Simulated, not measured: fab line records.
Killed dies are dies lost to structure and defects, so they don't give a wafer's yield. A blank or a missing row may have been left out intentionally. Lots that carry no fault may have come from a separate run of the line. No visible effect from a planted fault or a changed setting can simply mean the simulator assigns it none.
Which tool is to blame? + flow rit_cmos + 14 lots, 42 wafers sampled, at 3 steps of a route of 202

== WHAT THE GAUGES READ, wafer by wafer ==
RIT_PLDD_OVL_MEAS_06.
| lot  | measured    | on         | PLDD_OVL (nm)  |
|------|-------------|------------|----------------|
| L714 | day 2 20:53 | overlay-02 | -1.4 -0.7 -3.4 |
| L715 | day 3 00:13 | overlay-02 | -1.3 0.7 -1.6  |
| L716 | day 3 04:58 | overlay-02 | -1.5 -1.8 -1.6 |
| L717 | day 3 11:49 | overlay-01 | 1.4 1.4 1.1    |
| L719 | day 3 21:34 | overlay-02 | -3.0 -2.4 -3.3 |
| L720 | day 4 02:13 | overlay-02 | -0.4 0.2 -0.3  |
| L721 | day 4 06:21 | overlay-01 | -1.0 1.1 0.6   |
| L723 | day 4 15:58 | overlay-02 | -1.3 0.0 1.0   |
| L726 | day 5 07:29 | overlay-02 | -3.0 1.6 0.2   |
| L730 | day 6 05:25 | overlay-01 | -1.9 -0.3 -1.1 |
| L733 | day 6 22:01 | overlay-01 | -1.3 0.9 0.3   |
| L734 | day 7 00:26 | overlay-01 | -0.4 -1.1 -0.9 |
| L735 | day 7 04:26 | overlay-02 | -0.1 -1.5 -1.3 |
| L736 | day 7 09:44 | overlay-02 | -2.7 -0.7 0.0  |

RIT_SDANNEAL_RS_MEAS_04: measures by four-point-probe.
| lot  | measured    | on            | PSD_RS (ohm/sq)                           |
|------|-------------|---------------|-------------------------------------------|
| L714 | day 3 03:54 | film_metro-01 | 116.17 116.17 116.03                      |
| L715 | day 3 06:43 | film_metro-01 | 116.01 116.12 116.16                      |
| L716 | day 3 12:20 | film_metro-02 | 116.42 116.23 116.19                      |
| L717 | day 3 18:24 | film_metro-03 | 116.35 116.39 116.59                      |
| L719 | day 4 04:55 | film_metro-02 | 116.08 116.39 116.08                      |
| L720 | day 4 09:50 | film_metro-01 | 115.87 115.78 115.88                      |
| L721 | day 4 15:14 | film_metro-01 | 120.61 120.43 120.66 120.27 120.42 120.61 |
| L723 | day 4 22:31 | film_metro-01 | 120.27 120.92 120.47 120.08 120.18 120.36 |
| L726 | day 5 14:52 | film_metro-01 | 115.63 115.58 115.88                      |
| L730 | day 6 11:55 | film_metro-03 | 115.80 115.67 116.00                      |
| L733 | day 7 04:30 | film_metro-03 | 115.76 115.53 115.55                      |
| L734 | day 7 06:47 | film_metro-02 | 115.87 116.14 115.85                      |
| L735 | day 7 10:55 | film_metro-01 | 115.80 115.51 115.69                      |
| L736 | day 7 16:14 | film_metro-03 | 115.94 115.69 115.56                      |

== TOOL THAT RAN EACH LOT (tool first, then ch and the chambers of the sampled wafers, then the start) ==
| lot  | RIT_PSD_IMPLANT_08             |
|------|--------------------------------|
| L714 | implanter-01 ch 0, day 3 03:06 |
| L715 | implanter-03 ch 0, day 3 05:55 |
| L716 | implanter-02 ch 0, day 3 11:32 |
| L717 | implanter-01 ch 0, day 3 17:35 |
| L719 | implanter-01 ch 0, day 4 04:04 |
| L720 | implanter-01 ch 0, day 4 09:01 |
| L721 | implanter-03 ch 0, day 4 14:26 |
| L723 | implanter-03 ch 0, day 4 21:40 |
| L726 | implanter-01 ch 0, day 5 14:04 |
| L730 | implanter-01 ch 0, day 6 11:07 |
| L733 | implanter-01 ch 0, day 7 03:42 |
| L734 | implanter-01 ch 0, day 7 05:58 |
| L735 | implanter-03 ch 0, day 7 10:07 |
| L736 | implanter-03 ch 0, day 7 15:26 |
- RIT_PSD_IMPLANT_08

== WHAT THE TOOLS THEMSELVES READ (means of the sampled wafers that have a number; where no wafer has one, the mark that the record gives instead) ==
RIT_PSD_IMPLANT_08.
| lot  | tool         | tilt_deg (degrees) |
|------|--------------|--------------------|
| L714 | implanter-01 | 7.010              |
| L715 | implanter-03 | 6.987              |
| L716 | implanter-02 | 6.998              |
| L717 | implanter-01 | 7.013              |
| L719 | implanter-01 | 7.014              |
| L720 | implanter-01 | 6.990              |
| L721 | implanter-03 | 3.019              |
| L723 | implanter-03 | 2.978              |
| L726 | implanter-01 | 6.993              |
| L730 | implanter-01 | 6.982              |
| L733 | implanter-01 | 7.006              |
| L734 | implanter-01 | 6.993              |
| L735 | implanter-03 | 6.987              |
| L736 | implanter-03 | 7.005              |

== THE ANSWER, worked out from the rows above alone ==
Rule: the usual values come from the lots themselves. Put in order of their means at a reading, lots are off if they are a third of the lots or fewer, leave a main group of 4 or more, and stand apart from it by a gap of 3 or more times the standard deviation of the main group's means; of several such gaps the widest counts. If all means in a main group match to the digits the tables above print for the reading, that group is not used. Also off: a lot with no number at a reading for which 4 or more lots have one. All remaining lots with rows at the step are treated as sound. Order of review: gauges by route order, followed by the tools' own readings, for which a lot's mean as printed above is used. The first step at which some lot is off is used, and at that step the reading that is off furthest; a lot without a number counts as furthest.
Off: at RIT_SDANNEAL_RS_MEAS_04 (PSD_RS), L721, L723. The main group: mean 115.95 ohm/sq, standard deviation 0.26.
A tool fits if, at a process step before that reading, it ran every lot that is off, and no sound lot after the first of them. Not tried: the gauges at RIT_SDANNEAL_RS_MEAS_04; whatever is off there is also off at RIT_PSD_IMPLANT_08, on other tools, and gauge error can't account for it. Of those tried, none fits.

== WHAT HAD BEEN PUT IN BY THE SIMULATOR ==
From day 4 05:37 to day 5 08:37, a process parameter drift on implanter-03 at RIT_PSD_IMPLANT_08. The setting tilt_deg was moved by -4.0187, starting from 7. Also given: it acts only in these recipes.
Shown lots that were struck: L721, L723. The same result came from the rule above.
